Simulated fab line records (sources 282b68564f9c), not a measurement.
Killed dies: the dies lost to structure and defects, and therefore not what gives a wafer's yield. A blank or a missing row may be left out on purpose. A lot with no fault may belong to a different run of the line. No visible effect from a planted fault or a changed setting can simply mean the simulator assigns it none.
Which of the tools did it?    flow rit_cmos    7 lots, 21 wafers sampled, at 2 steps of a route of 202

WHAT THE GAUGES READ, wafer by wafer
RIT_ACTIVE_THK_MEAS_02.
lot   measured     on             ACTIVE_OXIDE_THK (nm)
L223  day 1 22:05  film_metro-04  46.0 46.3 46.6
L228  day 3 00:10  film_metro-02  47.1 47.7 46.9
L230  day 3 11:05  film_metro-02  28.7 28.8 27.9
L235  day 4 10:37  film_metro-01  47.0 47.7 46.7
L238  day 5 01:15  film_metro-01  47.7 48.8 47.7
L241  day 5 16:26  film_metro-02  46.5 45.9 47.5
L244  day 6 07:38  film_metro-01  46.0 46.6 46.0

WHAT TOOL EACH LOT RAN ON (gives the tool, then ch and the chambers of the sampled wafers, and finally the start)
lot   RIT_ACTIVE_OXIDATION_01
L223  furnace-01 ch 0, day 1 20:08
L228  furnace-03 ch 0, day 2 22:14
L230  furnace-01 ch 0, day 3 09:09
L235  furnace-03 ch 0, day 4 08:41
L238  furnace-04 ch 0, day 4 23:17
L241  furnace-04 ch 0, day 5 14:30
L244  furnace-04 ch 0, day 6 05:43
- RIT_ACTIVE_OXIDATION_01: target thk 46.8 nm, ox time 3360 s.

THE ANSWER, worked out from the rows above alone
Rule: usual is defined by the lots themselves. The widest of any qualifying gaps counts: lots, ordered by their means at a reading, are off when they make up no more than a third of the lots, leave a main group of 4 or more, and stand apart from it by 3 or more times the standard deviation of that group's means. If all means in a main group match to the digits the tables above print for the reading, that group is not used. A lot without any number at a reading at which 4 lots or more have one is off too. Where the step has rows for the other lots, those lots are counted as sound.
Off: L230, seen at RIT_ACTIVE_THK_MEAS_02 (ACTIVE_OXIDE_THK). The main group: mean 46.9 nm, standard deviation 0.64.
A tool fits if, at a process step before that reading, it ran every lot that is off, and no sound lot after the first of them. The gauges at RIT_ACTIVE_THK_MEAS_02 are tried like those tools. One fits: RIT_ACTIVE_OXIDATION_01 on furnace-01. Its last sound lot is L223 (day 1 20:08), its first lot that is off L230 (day 3 09:09): a fault that began between those two fits.

WHAT THE SIMULATOR PUT IN
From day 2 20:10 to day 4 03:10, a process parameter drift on furnace-01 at RIT_ACTIVE_OXIDATION_01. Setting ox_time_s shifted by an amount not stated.
Struck lots among those shown: L230. Same finding as the rule above.
